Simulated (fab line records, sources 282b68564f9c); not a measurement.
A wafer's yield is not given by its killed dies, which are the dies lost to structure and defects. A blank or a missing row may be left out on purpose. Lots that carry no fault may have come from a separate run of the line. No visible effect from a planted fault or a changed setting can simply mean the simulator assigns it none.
Code-filled problem report in 8D (eight disciplines) form :: flow rit_cmos :: the parts of the form that need people (team, actions taken, sign-off) are left out

## 1. WHAT IS WRONG
tube_center_temp_C at RIT_M1_ANNEAL_15 reads a mean of 420 C on 6 wafers of 2 lots; wafers without a fault read 450 C with a standard deviation of 0.038. That is -99 or more standard deviations from the usual mean.
The step: time 1800 s.
First observed at day 6 01:15: wafer L915.2, on furnace-02. At this step, 18 wafers from 6 lots have a number in the record. By rule, "out" or "out of limits" means more than 4 standard deviations away from the usual mean. Any other wafer with a number is counted as sound.

## 2. WHAT IT IS AND WHAT IT IS NOT
question: which readings at this step
is: tube_center_temp_C, spike_tc_centre_C, spike_tc_load_C, spike_tc_source_C, tube_center_temp_C_max, zone_power_centre_pct, zone_power_load_pct, zone_power_source_pct
is not: -

question: which lots
is: L915, L916
is not: L903, L904, L905, L911

question: which wafers of those lots
is: all that have a number
is not: -

question: read on which tools
is: furnace-02
is not: -

question: when
is: from day 6 01:15
is not: up to then (12 sound wafers)

## 3. SUSPECTS, AND WHAT RULES EACH OUT
Counting: any tool at a process step up to the reading is kept as a suspect provided that every lot that is out went through it and no sound lot did after the first of them.
- plasma_asher-03 at RIT_M1_STRIP_14 (strips in O2, time 171.1 s): kept. It ran every lot that is out, first L915 (day 6 00:58), and no sound lot after that.
- furnace-02 at RIT_M1_ANNEAL_15 (time 1800 s): kept. It ran every lot that is out, first L915 (day 6 01:15), and no sound lot after that; its last sound lot up to then is L911 (day 5 07:23). Out on those wafers are its own readings of spike_tc_centre_C, spike_tc_load_C, spike_tc_source_C, tube_center_temp_C, tube_center_temp_C_max, zone_power_centre_pct, zone_power_load_pct, zone_power_source_pct.
Remaining after the count are plasma_asher-03 at RIT_M1_STRIP_14 and furnace-02 at RIT_M1_ANNEAL_15.

## 4. THE CAUSE (what the simulator had put in)
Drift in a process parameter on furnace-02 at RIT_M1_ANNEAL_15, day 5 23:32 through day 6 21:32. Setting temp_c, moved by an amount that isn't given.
2 suspects survive the count, and this tool is in that group.

## 5. THE EFFECT CHAIN, in route order
Rows list readings where the struck wafers' mean (over those with a number) sits beyond 3 standard deviations from the usual. Only readings for which the record gives a usual standard deviation are gone through. hours: the time from each lot's start at the first step in this table that gives one to its start at this step, as a median over the lots. sigmas: the change in usual standard deviations.
hours: 0
step: RIT_M1_ANNEAL_15
reading: spike_tc_centre_C
usual: 451.6 C
on struck wafers: 421.8
change: -29.9
sigmas: -27

hours: 0
step: RIT_M1_ANNEAL_15
reading: spike_tc_load_C
usual: 471.8 C
on struck wafers: 441.1
change: -30.7
sigmas: -32

hours: 0
step: RIT_M1_ANNEAL_15
reading: spike_tc_source_C
usual: 468.4 C
on struck wafers: 437.7
change: -30.7
sigmas: -31

hours: 0
step: RIT_M1_ANNEAL_15
reading: tube_center_temp_C
usual: 450 C
on struck wafers: 420
change: -30
sigmas: -99 or more

hours: 0
step: RIT_M1_ANNEAL_15
reading: tube_center_temp_C_max
usual: 451.19
on struck wafers: 421.16
change: -30.03
sigmas: -99 or more

hours: 0
step: RIT_M1_ANNEAL_15
reading: zone_power_centre_pct
usual: 21.02 %
on struck wafers: 19.33
change: -1.69
sigmas: -7.7

hours: 0
step: RIT_M1_ANNEAL_15
reading: zone_power_load_pct
usual: 6.97 %
on struck wafers: 6.19
change: -0.78
sigmas: -11

hours: 0
step: RIT_M1_ANNEAL_15
reading: zone_power_source_pct
usual: 6.56 %
on struck wafers: 5.82
change: -0.74
sigmas: -10
Here are the process steps it includes:
- RIT_M1_ANNEAL_15: time 1800 s.
At these later measuring or inspecting steps, every struck wafer for which the step has a row has a number for every such reading, and none has moved that far: RIT_M1_BOW_MEAS_16.

## 6. WHAT WOULD HAVE CAUGHT IT SOONER
In this record the first reading out of limits was taken at day 6 01:15, 2 hours after the fault began at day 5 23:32.
